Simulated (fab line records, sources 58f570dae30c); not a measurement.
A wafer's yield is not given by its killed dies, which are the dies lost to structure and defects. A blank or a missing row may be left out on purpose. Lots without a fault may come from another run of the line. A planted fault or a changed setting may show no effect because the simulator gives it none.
Code-filled problem report in 8D (eight disciplines) form | flow berkeleyCmos170 | the parts of the form that need people (team, actions taken, sign-off) are left out

== 1. WHAT WENT WRONG ==
o2FlowSccm at UCB170_PVT_STRIP_08 reads a mean of 481.0 sccm on 6 wafers of 2 lots; wafers without a fault read 400.2 sccm with a standard deviation of 1. That is +81 standard deviations from the usual mean.
The step: strips in O2.
The first sign was on wafer L906.1 at day 8 05:56, on plasmaAsher-04. Wafers with a number at this step in the record: 42, from 14 lots. Rule for "out" (also "out of limits"): further than 4 standard deviations from the usual mean. The other wafers with a number count as sound.

== 2. WHAT IT IS, WHAT IT ISN'T ==
question                    | is                               | is not
which readings at this step | o2FlowSccm, stripTimeToEndpointS | chamberPressureMTorr, drypumpMotorCurrentA
which lots                  | L906, L907                       | L893, L895, L896, L898, L899, L901, L903, L905, L911, L912, L913, L916
which wafers of those lots  | all that have a number           | -
read on which tools         | plasmaAsher-04                   | plasmaAsher-02, plasmaAsher-03
when                        | from day 8 05:56                 | up to then (24 sound wafers); but 12 sound wafers of L911, L912, L913, L916 came after

== 3. WHAT RULES OUT EACH SUSPECT ==
Counting: a tool at any process step up to the reading remains a suspect when it ran all the lots that are out and ran no sound lot after the first of those.
- plasmaAsher-04 at UCB170_PVT_STRIP_08 (strips in O2): kept. It ran every lot that is out, first L906 (day 8 05:56), and no sound lot after that; its last sound lot up to then is L905 (day 8 05:39). On those wafers its own readings are out: o2FlowSccm, stripTimeToEndpointS.
The count leaves plasmaAsher-04 at UCB170_PVT_STRIP_08.

== 4. THE CAUSE (what the simulator had put in) ==
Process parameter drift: plasmaAsher-04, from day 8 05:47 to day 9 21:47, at UCB170_PVT_STRIP_08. A move of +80 in setting o2FlowSccm, from 400. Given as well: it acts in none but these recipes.
Only this tool survived the counting.

== 5. THE EFFECT CHAIN, in route order ==
Each row: a reading whose mean over the struck wafers that have a number lies more than 3 standard deviations from the usual. Only readings for which the record gives a usual standard deviation are gone through. hours: the time from each lot's start at the first step in this table that gives one to its start at this step, as a median over the lots. sigmas: the change in usual standard deviations.
hours | step                | reading              | usual      | on struck wafers | change | sigmas
0     | UCB170_PVT_STRIP_08 | o2FlowSccm           | 400.2 sccm | 481.0            | +80.8  | +81
0     | UCB170_PVT_STRIP_08 | oesProductAu         | 0.734 a.u. | 0.747            | +0.013 | +3.1
0     | UCB170_PVT_STRIP_08 | stripTimeToEndpointS | 21.63 s    | 21.06            | -0.57  | -8.6
Its process steps:
- UCB170_PVT_STRIP_08: strips in O2.

== 6. HOW IT WOULD HAVE BEEN CAUGHT EARLIER ==
In this record no reading fell out of limits until day 8 05:56, 0 hours after the fault had begun at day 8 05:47.
